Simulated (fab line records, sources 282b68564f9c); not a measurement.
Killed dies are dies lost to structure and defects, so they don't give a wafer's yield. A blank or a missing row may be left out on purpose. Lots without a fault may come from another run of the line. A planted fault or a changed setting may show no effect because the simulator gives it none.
Which tool did it? | flow rit_cmos | 7 lots, 21 wafers sampled, at 4 steps of a route of 202

WHAT THE GAUGES READ, wafer by wafer
RIT_SDANNEAL_RS_MEAS_04: measures by four-point-probe.
lot  | measured    | on            | PSD_RS (ohm/sq)
L832 | day 3 07:27 | film_metro-04 | 116.3 116.0 115.7
L836 | day 4 05:55 | film_metro-04 | 115.8 116.1 115.9
L839 | day 4 18:33 | film_metro-04 | 115.5 115.8 116.1
L842 | day 5 09:31 | film_metro-04 | 115.8 115.9 115.6
L846 | day 6 08:55 | film_metro-03 | 127.9 127.9 127.7 127.3 127.6 127.6
L849 | day 7 01:37 | film_metro-04 | 116.1 115.7 115.5
L853 | day 7 15:31 | film_metro-02 | 116.2 116.1 116.0

WHICH TOOL RAN EACH LOT (tool, then ch and the chambers of the sampled wafers, then the start)
lot  | RIT_NLDD_STRIP_09                   | RIT_NSD_STRIP_09                    | RIT_SDANNEAL_RTA_03
L832 | plasma_asher-04 ch 0,1, day 2 23:39 | plasma_asher-01 ch 0,1, day 3 05:21 | rtp_anneal-01 ch 0, day 3 07:23
L836 | plasma_asher-04 ch 0,1, day 3 22:02 | plasma_asher-02 ch 0,1, day 4 03:37 | rtp_anneal-01 ch 0, day 4 05:51
L839 | plasma_asher-03 ch 0,1, day 4 09:33 | plasma_asher-01 ch 0,1, day 4 16:14 | rtp_anneal-02 ch 0, day 4 18:29
L842 | plasma_asher-02 ch 0,1, day 5 01:49 | plasma_asher-01 ch 0,1, day 5 07:16 | rtp_anneal-01 ch 0, day 5 09:28
L846 | plasma_asher-03 ch 1, day 6 01:10   | plasma_asher-04 ch 0,1, day 6 06:39 | rtp_anneal-01 ch 0, day 6 08:50
L849 | plasma_asher-02 ch 0,1, day 6 17:33 | plasma_asher-02 ch 0,1, day 6 23:10 | rtp_anneal-02 ch 0, day 7 01:34
L853 | plasma_asher-02 ch 0,1, day 7 07:43 | plasma_asher-01 ch 0,1, day 7 13:25 | rtp_anneal-02 ch 0, day 7 15:28
- RIT_NLDD_STRIP_09: strips in O2, time 180 s.
- RIT_NSD_STRIP_09: strips in O2, time 180 s.
- RIT_SDANNEAL_RTA_03: time 5 s.

THE ANSWER, worked out from the rows above alone
Rule: what is usual is taken from the lots themselves. Put in order of their means at a reading, lots are off if they are a third of the lots or fewer, leave a main group of 4 or more, and stand apart from it by a gap of 3 or more times the standard deviation of the main group's means; of several such gaps the widest counts. A main group whose means are all the same, to the digits that the tables above print for the reading, isn't used. A lot without any number at a reading at which 4 lots or more have one is off too. The other lots that the step has rows for count as sound.
Off: L846, at RIT_SDANNEAL_RS_MEAS_04 (PSD_RS). The main group: mean 115.9 ohm/sq, standard deviation 0.13.
A tool fits if, at a process step before that reading, it ran every lot that is off, and no sound lot after the first of them. The gauges at RIT_SDANNEAL_RS_MEAS_04 are tried like those tools. Can't be told from this: 4 tools fit, plasma_asher-03 at RIT_NLDD_STRIP_09, plasma_asher-04 at RIT_NSD_STRIP_09, rtp_anneal-01 at RIT_SDANNEAL_RTA_03, film_metro-03 at RIT_SDANNEAL_RS_MEAS_04.

WHAT THE SIMULATOR HAD PUT IN
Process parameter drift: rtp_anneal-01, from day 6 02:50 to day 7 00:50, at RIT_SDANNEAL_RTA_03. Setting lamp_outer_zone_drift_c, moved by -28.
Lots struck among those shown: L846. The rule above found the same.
